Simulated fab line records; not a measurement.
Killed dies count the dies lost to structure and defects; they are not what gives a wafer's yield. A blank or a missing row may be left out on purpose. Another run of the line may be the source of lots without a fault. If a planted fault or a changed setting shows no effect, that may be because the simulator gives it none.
Problem report in the 8D (eight disciplines) form, filled by code | flow berkeley_cmos170 | the parts of the form that need people (team, actions taken, sign-off) are left out

## 1. THE PROBLEM
M3_AL_RS at UCB170_M3_RS_MEAS_02 reads a mean of 0.0355 ohm/sq on 1 wafer of 1 lot; wafers without a fault read 0.0322 ohm/sq with a standard deviation of 0.00042. Relative to the usual mean, that is a shift of +7.9 standard deviations.
The step: measures by four-point-probe.
Earliest sighting: wafer L624.6 on film_metro-03 at day 10 20:30. The record has a number at this step for 37 wafers belonging to 13 lots. The rule behind "out" and "out of limits": a value lying over 4 standard deviations away from the usual mean. The rest of the wafers with a number are treated as sound.

## 2. WHAT IT IS, WHAT IT ISN'T
question                    | is                     | is not
which readings at this step | M3_AL_RS               | -
which lots                  | L624                   | L617, L618, L622, L625, L626, L629, L630, L631, L633, L635, L637, L639
which wafers of those lots  | all that have a number | -
read on which gauges        | film_metro-03          | film_metro-02, film_metro-04
when                        | from day 10 20:30      | up to then (12 sound wafers); but 24 sound wafers of L626, L629, L630, L631, L633, L635, L637, L639 came after

## 3. THE SUSPECTS, EACH WITH WHAT RULES IT OUT
Counting: a tool at any process step up to the reading remains a suspect when it ran all the lots that are out and ran no sound lot after the first of those.
- the gauge at UCB170_M3_RS_MEAS_02: kept. All the wafers that are out were read on film_metro-03, and no step on other tools shows them out.
- plasma_asher-01 at UCB170_M2_STRIP_19 (strips in O2): ruled out as a lasting fault. Sound lots L629, L631, L630, L635, L639 ran on it after its first lot that is out, L624 (day 10 16:42).
- pvd_sputter-04 at UCB170_M3_SPUTTER_01 (material Al, target thk 900 nm, time 120 s): kept. It ran the lot that is out, L624 (day 10 20:22), and no sound lot after that; its last sound lot up to then is L617 (day 9 06:33).
Left after counting: pvd_sputter-04 at UCB170_M3_SPUTTER_01, film_metro-03 at UCB170_M3_RS_MEAS_02.

## 4. THE CAUSE (what the simulator had put in)
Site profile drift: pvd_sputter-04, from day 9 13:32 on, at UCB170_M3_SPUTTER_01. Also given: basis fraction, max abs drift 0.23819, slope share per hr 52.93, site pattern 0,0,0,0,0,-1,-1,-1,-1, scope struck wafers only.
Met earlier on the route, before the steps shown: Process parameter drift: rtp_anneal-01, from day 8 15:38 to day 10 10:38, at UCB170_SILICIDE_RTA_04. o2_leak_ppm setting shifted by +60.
Counting left 2 suspects, and this tool is among them.

## 5. THE EFFECT CHAIN, in route order
Each row: a reading whose mean over the struck wafers that have a number lies more than 3 standard deviations from the usual. Readings are gone through only where the record gives a usual standard deviation; hours: the median, over the lots, of the time from a lot's start at the first step in this table giving one to that lot's start at this step; sigmas: the change measured in usual standard deviations.
hours | step                    | reading        | usual         | on struck wafers | change  | sigmas
0     | UCB170_M3_RS_MEAS_02    | M3_AL_RS       | 0.0322 ohm/sq | 0.0355           | +0.0033 | +7.9
0     | UCB170_M3_THK_MEAS_03   | M3_AL_THK      | 902 nm        | 832              | -70     | -6.4
3     | UCB170_M3_METAL_ETCH_18 | oes_product_au | 0.867 a.u.    | 0.824            | -0.043  | -3.6
Here are the process steps it includes:
- UCB170_M3_METAL_ETCH_18: etches Al in Cl2/BCl3, stops on SiO2, target depth 1170 nm, time 195 s.
Later steps that measure or inspect, where all struck wafers having a row at the step show a number for every such reading and not one has moved that far: UCB170_M3_OVL_MEAS_16.

## 6. HOW IT WOULD HAVE BEEN CAUGHT EARLIER
In this record the first reading out of limits at a measuring or inspecting step was taken at day 10 20:30, 31 hours after the fault began at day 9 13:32.
Tool readings at UCB170_M3_SPUTTER_01 with a usual standard deviation given in the record: none out on any struck wafer, hence no alarm at a limit of 4 standard deviations on them.
Lots out: 1; all had begun UCB170_M3_SPUTTER_01 on pvd_sputter-04 by day 10 20:30. A hold on the tool at that time would have spared none of them.
